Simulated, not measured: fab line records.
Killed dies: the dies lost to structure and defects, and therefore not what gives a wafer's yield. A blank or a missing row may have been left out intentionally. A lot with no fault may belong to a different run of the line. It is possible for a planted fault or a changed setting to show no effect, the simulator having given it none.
fab line records -- flow berkeley-cmos170
[record] lots = 14, wafers = 42, last-day = 12
route steps=331 shown NLDD@168 M1@250
lots that met no fault: from a run of the same line without faults
start-h: hours from the record's first day to the start of the lot's first wafer shown -- wait-h: hours from the lot's prior step to this one -- " as in the row above -- L1.1+2: one row covering several wafers at once -- - either no value or no given start -- * or withheld: withheld -- < > ~ a bound
route shown NAME@n: a module of which the file shows steps, and the number in the route of the first -- usual: mean/standard deviation of fault-free wafers -- same: alike in all rows -- chamber/n: place in a boat -- sites: per-site readings -- _std_site: their standard deviation -- _edge_site: mean of outer sites minus mean of inner sites -- radius-mm: for every site, how far away it sits from the centre of the wafer -- mask NAME#n: copy n -- behind: the most recent tool/chamber to have shaped the wafer -- hold: why the lot went on hold/how many hours it stayed there/how the hold came to an end -- device: whichever transistor did not switch (one of n, p or np) -- end of line: tests of these same wafers at the route's end -- step lacking rows: just its recipe -- killed: the dies lost at the first sort to structure and to defects; this is not the yield of the wafer -- map: a wafer's dies, marking killed ones x, the rest . and places with no die _
set.NAME: the setting the step ran with; set.NAME@STEP: the setting that earlier step ran with -- model.NAME: the simulator's own value behind a step, which no gauge read
a sample of lots followed through the steps of the route, with each step as a table and each wafer as a row
services: from which hour (start-h, from the record's first day; less than 0 if before it) a tool's chamber was out of use, for how many hours, and why
[[steps]]
[step UCB170_NLDD_STRIP_10]
[recipe] chemistry = O2, power-w = 400, pressure-mtorr = 3500, platen-temp-c = withheld, o2-flow-sccm = 400, overash-fraction = 0.5
[usual] drypump-motor-current-A = 5.69/0.28, oes-product-au = 0.735/0.0045, strip-time-to-endpoint-s = 21.65/0.055
lot.wafer,tool,chamber,start-h,wait-h,drypump-motor-current-A,oes-product-au,rf-hours-counter-h,strip-time-to-endpoint-s
L589.1,plasma-asher-02,0,137.09,0.1,5.62,0.729,42,21.70
L589.3,plasma-asher-02,1,137.09,0.1,5.45,0.743,-,21.69
L589.6,plasma-asher-02,0,137.09,0.1,5.62,0.734,-,21.63
L592.4,plasma-asher-03,1,146.44,0.1,6.20,0.733,-,21.57
L592.5,plasma-asher-03,0,146.44,0.1,5.69,0.742,-,21.61
L592.6,plasma-asher-03,1,146.44,0.1,6.19,0.725,-,21.57
L590.3,plasma-asher-01,0,146.92,0.1,5.43,0.736,-,21.64
L590.5,plasma-asher-01,1,146.92,0.1,5.55,0.743,-,21.59
L590.6,plasma-asher-01,0,146.92,0.1,5.42,0.736,-,21.57
L594.1,plasma-asher-01,1,153.79,0.1,5.54,0.735,44,21.67
L594.2,plasma-asher-01,0,153.79,0.1,5.42,0.743,44,21.69
L594.5,plasma-asher-01,0,153.79,0.1,5.40,0.737,-,21.69
L598.4,plasma-asher-01,0,160.49,0.1,5.40,0.732,-,21.51
L598.5,plasma-asher-01,0,160.49,0.1,5.45,0.739,-,21.61
L598.6,plasma-asher-01,1,160.49,0.1,5.55,0.727,-,21.62
L596.1,plasma-asher-03,0,161.28,0.1,5.68,0.735,39,21.68
L596.3,plasma-asher-03,0,161.28,0.1,5.69,0.734,-,21.68
L596.6,plasma-asher-03,1,161.28,0.1,6.21,0.737,-,21.65
L597.1,plasma-asher-02,0,161.52,0.1,5.62,0.743,45,21.58
L597.3,plasma-asher-02,1,161.52,0.1,5.44,0.740,-,21.59
L597.6,plasma-asher-02,0,161.52,0.1,5.61,0.729,-,21.64
L595.1,plasma-asher-03,0,161.64,0.1,5.67,0.736,39,21.66
L595.2,plasma-asher-03,1,161.64,0.1,6.21,0.737,39,21.71
L595.3,plasma-asher-03,1,161.64,0.1,6.22,0.736,-,21.68
L600.4,plasma-asher-01,0,185.10,0.1,5.40,0.737,-,21.61
L600.5,plasma-asher-01,1,185.10,0.1,5.55,0.737,-,21.62
L600.6,plasma-asher-01,0,185.10,0.1,5.41,0.737,-,21.56
L601.3,plasma-asher-02,0,188.99,0.1,5.62,0.728,-,21.67
L601.5,plasma-asher-02,1,188.99,0.1,5.47,0.738,-,21.71
L601.6,plasma-asher-02,0,188.99,0.1,5.62,0.734,-,21.64
L602.1,plasma-asher-03,1,189.57,0.1,6.21,0.734,42,21.65
L602.2,plasma-asher-03,0,189.57,0.1,5.69,0.737,42,21.70
L602.3,plasma-asher-03,1,189.57,0.1,6.21,0.735,-,21.69
L603.2,plasma-asher-02,0,209.70,0.1,5.61,0.736,50,21.64
L603.5,plasma-asher-02,0,209.70,0.1,5.60,0.743,-,21.68
L603.6,plasma-asher-02,1,209.70,0.1,5.45,0.738,-,21.55
L611.1,plasma-asher-03,1,246.68,0.1,6.23,0.737,48,21.66
L611.5,plasma-asher-03,0,246.68,0.1,5.69,0.731,-,21.64
L611.6,plasma-asher-03,1,246.68,0.1,6.20,0.733,-,21.70
L612.1,plasma-asher-01,1,249.81,0.1,5.54,0.732,55,21.53
L612.2,plasma-asher-01,0,249.81,0.1,5.40,0.731,55,21.55
L612.4,plasma-asher-01,0,249.81,0.1,5.40,0.729,-,21.61
[step UCB170_NLDD_TW_MEAS_11]
[usual] NLDD_TW = 2224/14
lot.wafer,tool,chamber,start-h,wait-h,NLDD_TW
L589.1,film-metro-04,-,137.19,0.1,2222
L589.3,film-metro-04,-,137.19,0.1,2225
L589.6,film-metro-04,-,137.19,0.1,2230
L592.4,film-metro-02,-,146.53,0.1,2235
L592.5,film-metro-02,-,146.53,0.1,2241
L592.6,film-metro-02,-,146.53,0.1,2232
L590.3,film-metro-03,-,147.01,0.1,2199
L590.5,film-metro-03,-,147.01,0.1,2210
L590.6,film-metro-03,-,147.01,0.1,2219
L594.1,film-metro-04,-,153.89,0.1,2216
L594.2,film-metro-04,-,153.89,0.1,2218
L594.5,film-metro-04,-,153.89,0.1,2201
L598.4,film-metro-03,-,160.59,0.1,2210
L598.5,film-metro-03,-,160.59,0.1,2218
L598.6,film-metro-03,-,160.59,0.1,2203
L596.1,film-metro-02,-,161.38,0.1,2231
L596.3,film-metro-02,-,161.38,0.1,2234
L596.6,film-metro-02,-,161.38,0.1,2239
L597.1,film-metro-03,-,161.62,0.1,2218
L597.3,film-metro-03,-,161.62,0.1,2199
L597.6,film-metro-03,-,161.62,0.1,2227
L595.1,film-metro-02,-,161.74,0.1,2239
L595.2,film-metro-02,-,161.74,0.1,2230
L595.3,film-metro-02,-,161.74,0.1,2231
L600.4,film-metro-02,-,185.19,0.1,2209
L600.5,film-metro-02,-,185.19,0.1,2219
L600.6,film-metro-02,-,185.19,0.1,2214
L601.3,film-metro-02,-,189.08,0.1,2239
L601.5,film-metro-02,-,189.08,0.1,2233
L601.6,film-metro-02,-,189.08,0.1,2233
L602.1,film-metro-02,-,189.67,0.1,2222
L602.2,film-metro-02,-,189.67,0.1,2231
L602.3,film-metro-02,-,189.67,0.1,2216
L603.2,film-metro-02,-,209.81,0.1,2223
L603.5,film-metro-02,-,209.81,0.1,2227
L603.6,film-metro-02,-,209.81,0.1,2233
L611.1,film-metro-02,-,246.78,0.1,2260
L611.5,film-metro-02,-,246.78,0.1,2246
L611.6,film-metro-02,-,246.78,0.1,2255
L612.1,film-metro-02,-,249.91,0.1,2245
L612.2,film-metro-02,-,249.91,0.1,2256
L612.4,film-metro-02,-,249.91,0.1,2248
[step UCB170_M1_METAL_ETCH_12]
[recipe] chemistry = Cl2/BCl3, target = Al, stop-on = PSG, pressure-mtorr = 12, target-depth-a = 7800, over-etch-frac = 0.3, time-s = 130, icp-w = 600, bias-w = 120, Cl2_flow_sccm = 90, bcl3-flow-sccm = 45
[usual] bcl3-flow-sccm = 44.99/0.13, bias-w = 120.0/0.35, drypump-motor-current-A = 5.5/0.52, oes-product-au = 0.856/0.0063, throttle-valve-pct = 24.20/0.21
lot.wafer,tool,chamber,start-h,wait-h,bcl3-flow-sccm,bias-w,drypump-motor-current-A,oes-product-au,rf-hours-counter-h,throttle-valve-pct
L589.1,rie-metal-04,1,154.73,-,44.85,119.6,5.0,0.847,2.4,24.01
L589.3,rie-metal-04,0,154.73,-,44.89,120.0,5.7,0.854,-,24.53
L589.6,rie-metal-04,1,154.73,-,44.84,119.4,5.1,0.848,-,24.03
L592.4,rie-metal-02,1,168.48,-,45.03,120.0,6.3,0.851,-,24.10
L592.5,rie-metal-02,0,168.48,-,45.04,120.3,4.9,0.848,-,24.09
L592.6,rie-metal-02,1,168.48,-,45.08,119.9,6.4,0.856,-,24.09
L590.3,rie-metal-04,1,170.43,-,45.00,119.4,5.1,0.852,-,24.01
L590.5,rie-metal-04,0,170.43,-,45.13,120.1,5.7,0.860,-,24.52
L590.6,rie-metal-04,1,170.43,-,44.90,119.4,5.1,0.855,-,24.02
L594.1,rie-metal-03,1,174.53,-,45.19,119.1,5.6,0.854,8.9,24.51
L594.2,rie-metal-03,0,174.53,-,44.94,119.1,5.1,0.848,0.7,24.07
L594.5,rie-metal-03,0,174.53,-,44.80,119.5,5.1,0.848,-,24.08
L595.1,rie-metal-04,0,181.26,-,44.65,119.8,5.7,0.862,2.2,24.52
L595.2,rie-metal-04,1,181.26,-,44.86,119.5,5.1,0.846,2.9,24.01
L595.3,rie-metal-04,0,181.26,-,44.72,119.5,5.8,0.863,-,24.53
L598.4,rie-metal-02,1,182.14,-,45.25,120.0,6.3,0.856,-,24.08
L598.5,rie-metal-02,1,182.14,-,44.92,120.0,6.3,0.856,-,24.09
L598.6,rie-metal-02,0,182.14,-,44.83,120.2,5.0,0.850,-,24.10
L596.1,rie-metal-03,1,182.57,-,45.31,119.8,5.6,0.860,9.2,24.50
L596.3,rie-metal-03,1,182.57,-,45.28,120.4,5.6,0.863,-,24.50
L596.6,rie-metal-03,1,182.57,-,45.14,120.1,5.6,0.861,-,24.51
L597.1,rie-metal-02,1,183.37,-,44.99,120.2,6.4,0.851,1.2,24.08
L597.3,rie-metal-02,1,183.37,-,44.91,120.4,6.3,0.862,-,24.10
L597.6,rie-metal-02,0,183.37,-,45.14,119.8,4.9,0.855,-,24.11
L600.4,rie-metal-02,1,201.39,-,44.94,120.3,6.3,0.866,-,24.09
L600.5,rie-metal-02,1,201.39,-,44.90,120.0,6.3,0.859,-,24.10
L600.6,rie-metal-02,0,201.39,-,45.03,120.0,5.0,0.859,-,24.11
L601.3,rie-metal-04,1,211.94,-,45.05,120.2,5.0,0.866,-,24.00
L601.5,rie-metal-04,1,211.94,-,44.84,120.6,5.1,0.859,-,24.00
L601.6,rie-metal-04,0,211.94,-,44.88,120.1,5.7,0.863,-,24.53
L602.1,rie-metal-03,1,213.33,-,-,-,-,-,-,-
L602.2,rie-metal-03,0,213.33,-,-,-,-,-,-,-
L602.3,rie-metal-03,1,213.33,-,-,-,-,-,-,-
L603.2,rie-metal-04,1,229.04,-,-,-,-,-,-,-
L603.5,rie-metal-04,0,229.04,-,-,-,-,-,-,-
L603.6,rie-metal-04,1,229.04,-,-,-,-,-,-,-
L611.1,rie-metal-04,0,263.27,-,45.13,120.0,5.7,0.858,4.5,24.53
L611.5,rie-metal-04,1,263.27,-,45.15,120.0,5.1,0.856,-,24.00
L611.6,rie-metal-04,0,263.27,-,45.23,120.6,5.7,0.856,-,24.54
L612.1,rie-metal-02,0,270.64,-,44.97,120.4,5.0,0.859,8.5,24.10
L612.2,rie-metal-02,1,270.64,-,44.81,120.2,6.3,0.859,3.8,24.10
L612.4,rie-metal-02,0,270.64,-,45.10,120.3,5.0,0.851,-,24.12
[step UCB170_M1_STRIP_13]
[recipe] chemistry = O2, power-w = 400, pressure-mtorr = 3500, platen-temp-c = withheld, o2-flow-sccm = 400, overash-fraction = 0.5
[usual] drypump-motor-current-A = 5.69/0.29, oes-product-au = 0.720/0.0046
lot.wafer,tool,chamber,start-h,wait-h,drypump-motor-current-A,oes-product-au,rf-hours-counter-h
L589.1,plasma-asher-04,1,154.86,0.1,5.58,0.720,4
L589.3,plasma-asher-04,0,154.86,0.1,5.34,0.722,-
L589.6,plasma-asher-04,1,154.86,0.1,5.59,0.721,-
L592.4,plasma-asher-03,0,168.60,0.1,5.69,0.710,-
L592.5,plasma-asher-03,0,168.60,0.1,5.69,0.726,-
L592.6,plasma-asher-03,1,168.60,0.1,6.20,0.720,-
L590.3,plasma-asher-03,0,170.56,0.1,5.68,0.722,-
L590.5,plasma-asher-03,1,170.56,0.1,6.21,0.711,-
L590.6,plasma-asher-03,0,170.56,0.1,5.68,0.722,-
L594.1,plasma-asher-03,1,174.66,0.1,6.22,0.723,41
L594.2,plasma-asher-03,0,174.66,0.1,5.69,0.724,41
L594.5,plasma-asher-03,1,174.66,0.1,6.20,0.720,-
L595.1,plasma-asher-04,0,181.40,0.1,5.35,0.725,8
L595.2,plasma-asher-04,1,181.40,0.1,5.58,0.721,8
L595.3,plasma-asher-04,0,181.40,0.1,5.36,0.717,-
L598.4,plasma-asher-03,0,182.26,0.1,5.67,0.717,-
L598.5,plasma-asher-03,1,182.26,0.1,6.21,0.719,-
L598.6,plasma-asher-03,0,182.26,0.1,5.67,0.719,-
L596.1,plasma-asher-02,1,182.71,0.1,5.46,0.725,47
L596.3,plasma-asher-02,1,182.71,0.1,5.46,0.708,-
L596.6,plasma-asher-02,0,182.71,0.1,5.62,0.723,-
L597.1,plasma-asher-02,1,183.50,0.1,5.46,0.725,47
L597.3,plasma-asher-02,1,183.50,0.1,5.47,0.726,-
L597.6,plasma-asher-02,0,183.50,0.1,5.62,0.718,-
L600.4,plasma-asher-02,1,201.52,0.1,5.45,0.714,-
L600.5,plasma-asher-02,0,201.52,0.1,5.61,0.722,-
L600.6,plasma-asher-02,1,201.52,0.1,5.45,0.716,-
L601.3,plasma-asher-03,1,212.06,0.1,6.23,0.718,-
L601.5,plasma-asher-03,0,212.06,0.1,5.67,0.712,-
L601.6,plasma-asher-03,1,212.06,0.1,6.23,0.720,-
L602.1,plasma-asher-03,0,213.46,0.1,5.70,0.722,45
L602.2,plasma-asher-03,1,213.46,0.1,6.23,0.728,45
L602.3,plasma-asher-03,0,213.46,0.1,5.67,0.730,-
L603.2,plasma-asher-02,1,229.17,0.1,5.48,0.722,52
L603.5,plasma-asher-02,1,229.17,0.1,5.48,0.729,-
L603.6,plasma-asher-02,0,229.17,0.1,5.60,0.723,-
L611.1,plasma-asher-02,0,263.40,0.1,5.62,0.725,56
L611.5,plasma-asher-02,0,263.40,0.1,5.61,0.724,-
L611.6,plasma-asher-02,1,263.40,0.1,5.47,0.718,-
L612.1,plasma-asher-04,1,270.77,0.1,5.58,0.728,18
L612.2,plasma-asher-04,0,270.77,0.1,5.36,0.727,18
L612.4,plasma-asher-04,0,270.77,0.1,5.37,0.723,-
[step UCB170_M1_CD_MEAS_90]
[recipe] target-cd-nm = 700
[usual] cd-nm = 700.2/2.1
lot.wafer,tool,chamber,start-h,wait-h,cd-nm
L589.1,cd-sem-01,-,154.96,0.1,698.5
L589.3,cd-sem-01,-,154.96,0.1,700.1
L589.6,cd-sem-01,-,154.96,0.1,700.1
L592.4,cd-sem-01,-,168.72,0.1,700.5
L592.5,cd-sem-01,-,168.72,0.1,698.3
L592.6,cd-sem-01,-,168.72,0.1,696.1
L590.3,cd-sem-01,-,170.66,0.1,699.0
L590.5,cd-sem-01,-,170.66,0.1,697.6
L590.6,cd-sem-01,-,170.66,0.1,702.0
L594.1,cd-sem-02,-,174.76,0.1,699.7
L594.2,cd-sem-02,-,174.76,0.1,701.4
L594.5,cd-sem-02,-,174.76,0.1,699.8
L595.1,cd-sem-02,-,181.50,0.1,698.9
L595.2,cd-sem-02,-,181.50,0.1,701.6
L595.3,cd-sem-02,-,181.50,0.1,700.5
L598.4,cd-sem-01,-,182.39,0.1,701.6
L598.5,cd-sem-01,-,182.39,0.1,702.5
L598.6,cd-sem-01,-,182.39,0.1,703.4
L596.1,cd-sem-02,-,182.89,0.2,702.5
L596.3,cd-sem-02,-,182.89,0.2,701.0
L596.6,cd-sem-02,-,182.89,0.2,701.9
L597.1,cd-sem-02,-,183.60,0.1,699.1
L597.3,cd-sem-02,-,183.60,0.1,699.8
L597.6,cd-sem-02,-,183.60,0.1,702.2
L600.4,cd-sem-02,-,201.64,0.1,701.7
L600.5,cd-sem-02,-,201.64,0.1,699.8
L600.6,cd-sem-02,-,201.64,0.1,702.1
L601.3,cd-sem-02,-,212.17,0.1,698.5
L601.5,cd-sem-02,-,212.17,0.1,699.8
L601.6,cd-sem-02,-,212.17,0.1,700.0
L602.1,cd-sem-02,-,213.56,0.1,-
L602.2,cd-sem-02,-,213.56,0.1,-
L602.3,cd-sem-02,-,213.56,0.1,-
L603.2,cd-sem-01,-,229.30,0.1,-
L603.5,cd-sem-01,-,229.30,0.1,-
L603.6,cd-sem-01,-,229.30,0.1,-
L611.1,cd-sem-02,-,263.50,0.1,700.6
L611.5,cd-sem-02,-,263.50,0.1,702.7
L611.6,cd-sem-02,-,263.50,0.1,700.4
L612.1,cd-sem-01,-,270.87,0.1,705.1
L612.2,cd-sem-01,-,270.87,0.1,702.1
L612.4,cd-sem-01,-,270.87,0.1,702.7
[[services]]
tool,chamber,start-h,hours,kind
plasma-asher-04,0,117.75,-,clean
plasma-asher-04,1,117.75,-,clean
plasma-asher-04,-,121.34,0.4,repair
rie-metal-03,0,125.37,-,clean
rie-metal-03,0,125.37,15.1,scheduled-down
rie-metal-03,0,125.37,15.1,vent-cycle
plasma-asher-01,-,154.59,2.8,pm
rie-metal-04,-,177.10,2.8,pm
plasma-asher-03,-,177.32,1.8,repair
rie-metal-03,-,236.34,14.6,pm
plasma-asher-01,-,266.60,2.3,repair
[[key]]
[first-sign] step = UCB170_M1_METAL_ETCH_12, reading = tool-record, direction = missing
[effect] step = UCB170_M1_CD_MEAS_90, reading = cd-nm, direction = missing
met-at UCB170_M1_METAL_ETCH_12
struck-lots L602,L603
later-rows-left-out L602.1,L602.2,L602.3,L603.2,L603.5,L603.6
sort-left-out L602.1,L602.2,L602.3,L603.2,L603.5,L603.6
not-acting-at UCB170_NLDD_STRIP_10,UCB170_NLDD_TW_MEAS_11,UCB170_M1_STRIP_13
onset-between 211.94 213.33
[fault] kind = skipped-step-whole, tool = rie-metal-03,rie-metal-04, chamber = -, onset-h = 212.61, steps = UCB170_M1_METAL_ETCH_12, scope = struck-lots-only
// sort-left-out: the simulated sort isn't trusted on such a fault, so these wafers' sort isn't shown, and their yield isn't known
// later-rows-left-out: the simulator's readings of these wafers behind a module that went badly wrong aren't trusted and aren't shown, but for the sort
